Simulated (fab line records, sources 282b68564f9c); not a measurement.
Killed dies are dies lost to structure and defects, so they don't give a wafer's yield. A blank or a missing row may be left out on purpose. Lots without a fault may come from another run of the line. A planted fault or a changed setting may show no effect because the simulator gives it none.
Which tool did it? | flow rit_cmos | 14 lots, 42 wafers sampled, at 2 steps of a route of 202

WHAT THE GAUGES READ, wafer by wafer
RIT_PRETRO_OVL_MEAS_06.
lot  | measured    | on         | PRETRO_OVL (nm)
L350 | day 2 09:29 | overlay-02 | -0.5 -1.2 -2.5
L351 | day 2 14:27 | overlay-01 | 0.9 1.1 -0.4
L352 | day 2 22:07 | overlay-02 | 0.2 1.6 -1.4
L353 | day 3 03:11 | overlay-02 | -2.5 -3.5 -1.6
L354 | day 3 04:26 | overlay-01 | 1.8 -0.2 0.6
L355 | day 3 10:48 | overlay-01 | 1.0 -0.5 0.2
L356 | day 3 14:58 | overlay-02 | -1.4 -1.0 -1.2
L357 | day 3 18:38 | overlay-01 | -0.5 2.3 1.2
L362 | day 4 21:16 | overlay-01 | 129.2 129.3 130.5
L363 | day 5 04:47 | overlay-02 | 131.0 132.0 130.4
L366 | day 5 18:13 | overlay-01 | 0.3 1.4 1.3
L370 | day 6 12:53 | overlay-02 | -2.2 -2.7 -2.4
L372 | day 6 21:13 | overlay-02 | -0.6 -0.5 -1.8
L373 | day 7 03:35 | overlay-02 | -1.3 -0.5 -0.6

WHICH TOOL RAN EACH LOT (tool, then ch and the chambers of the sampled wafers, then the start)
lot  | RIT_PRETRO_EXPOSE_03
L350 | iline_stepper-02 ch 0, day 2 09:03
L351 | iline_stepper-01 ch 0, day 2 14:02
L352 | iline_stepper-01 ch 0, day 2 21:41
L353 | iline_stepper-02 ch 0, day 3 02:46
L354 | iline_stepper-01 ch 0, day 3 04:02
L355 | iline_stepper-01 ch 0, day 3 10:17
L356 | iline_stepper-01 ch 0, day 3 14:32
L357 | iline_stepper-01 ch 0, day 3 18:14
L362 | iline_stepper-02 ch 0, day 4 20:48
L363 | iline_stepper-02 ch 0, day 5 04:22
L366 | iline_stepper-01 ch 0, day 5 17:47
L370 | iline_stepper-01 ch 0, day 6 12:28
L372 | iline_stepper-01 ch 0, day 6 20:37
L373 | iline_stepper-01 ch 0, day 7 03:10
- RIT_PRETRO_EXPOSE_03: exposes mask M5, target cd 43700 nm.

WHAT THE TOOLS THEMSELVES READ (means of the sampled wafers that have a number; where no wafer has one, the mark that the record gives instead)
The record holds no such reading with a usual standard deviation.

THE ANSWER, worked out from the rows above alone
Rule: what is usual is taken from the lots themselves. Put in order of their means at a reading, lots are off if they are a third of the lots or fewer, leave a main group of 4 or more, and stand apart from it by a gap of 3 or more times the standard deviation of the main group's means; of several such gaps the widest counts. A main group whose means are all the same, to the digits that the tables above print for the reading, isn't used. A lot without any number at a reading at which 4 lots or more have one is off too. The other lots that the step has rows for count as sound. The gauges are gone through in route order, then the tools' own readings, and for those a lot's mean is taken as printed above. The first step at which some lot is off is used, and at that step the reading that is off furthest; a lot without a number counts as furthest.
Off: L362, L363, at RIT_PRETRO_OVL_MEAS_06 (PRETRO_OVL). The main group: mean -0.5 nm, standard deviation 1.2.
A tool fits if, at a process step before that reading, it ran every lot that is off, and no sound lot after the first of them. The gauges at RIT_PRETRO_OVL_MEAS_06 are tried like those tools. One fits: iline_stepper-02 at RIT_PRETRO_EXPOSE_03. Its last sound lot is L353 (day 3 02:46), its first lot that is off L362 (day 4 20:48): a fault that began between those two fits.

WHAT THE SIMULATOR HAD PUT IN
Scanner matching overlay: iline_stepper-02, from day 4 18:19 on, at RIT_PRETRO_EXPOSE_03. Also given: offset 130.
Lots struck among those shown: L362, L363. The rule above found the same.
